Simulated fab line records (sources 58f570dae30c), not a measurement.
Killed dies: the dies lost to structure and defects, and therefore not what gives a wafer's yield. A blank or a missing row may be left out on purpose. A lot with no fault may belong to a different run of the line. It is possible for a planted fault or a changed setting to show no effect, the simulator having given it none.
Comparing a struck lot with a sound one    flow berkeley-cmos170    14 steps out of a route of 331
Sound: these wafers, L662.1, L662.3, L662.6. The struck wafers were L669.1, L669.2, L669.5. The cause is given at the end.
For every step that has rows: the tool of each side, followed by ch and its chambers, followed by its first start. Under that, the readings that differ: sound wafers    struck wafers    difference of the means    sigmas: that difference in standard deviations of wafers without a fault.
alike: words and numbers the same on both sides, and readings whose means are apart by under 2 such deviations; not compared: readings that were withheld, readings missing a value for some wafer, numbers with overlapping values and no deviation given by the record, and bounds like >300 which may hide the same value.
A row with sigmas, a row that says differs or no value, or rows on one side alone: a step with any of these is where the two part. Non-overlapping numbers with no deviation appear without sigmas and do not part them. A reading that every wafer of one side lacks parts them only if that side has two wafers or more.

first, 5 steps without rows for these wafers: UCB170_NLDD_COAT_01 (resist thk 900 nm); UCB170_NLDD_SOFTBAKE_02 (time 60 s); UCB170_NLDD_EXPOSE_03 (exposes mask NSELECT, target cd 1200 nm); UCB170_NLDD_PEB_04; UCB170_NLDD_DEVELOP_05 (develop time 45 s).
UCB170_NLDD_CD_MEAS_06: the cd target is 1200 nm.
  sound: cd-sem-01 at day 8 23:46; struck: cd-sem-02 at day 10 04:26
reading     sound                 struck                difference  sigmas
cd-nm (nm)  1203.1 1202.1 1203.2  1200.5 1199.7 1199.7  -2.8        -2
UCB170_NLDD_OVL_MEAS_07:
  sound: overlay-02 at day 8 23:53; struck: overlay-01 at day 10 04:33
  alike: NLDD_OVL
then, 2 steps without rows for these wafers: UCB170_NLDD_IMPLANT_08; UCB170_NLDD_IMPLANT_09.
UCB170_NLDD_STRIP_10: strips in O2.
  sound on plasma-asher-04 ch 1, day 9 00:15; struck on plasma-asher-03 ch 0,1, day 10 04:53
  alike: drypump-motor-current-A, oes-product-au, strip-time-to-endpoint-s
  not compared: rf-hours-counter-h
UCB170_NLDD_TW_MEAS_11:
  sound: film-metro-03 at day 9 00:21; struck: film-metro-03 at day 10 04:59
  alike: NLDD_TW
then, 1 step without rows for these wafers: UCB170_NLDD_CLEAN_12 (cleans in SPM, time 600 s).
UCB170_SPACER_CVD_00: deposits SiO2 from TEOS/O2, target thk 376 nm, time 47 s.
  sound on pecvd-03 ch 0,2, day 9 00:39; struck on pecvd-03 ch 0,1,2, day 10 05:14
  no value came back on the struck wafers for heater-power-w (W), pressure-mtorr (mTorr); on the sound wafers heater-power-w (W) reads 258 291 262
then, 1 step without rows for these wafers: UCB170_SPACER_ANNEAL_02 (time 1800 s).

## WHERE THEY PART
At UCB170_NLDD_CD_MEAS_06 first; at UCB170_SPACER_CVD_00 last (within this record only).

WHY: the cause the simulator had injected
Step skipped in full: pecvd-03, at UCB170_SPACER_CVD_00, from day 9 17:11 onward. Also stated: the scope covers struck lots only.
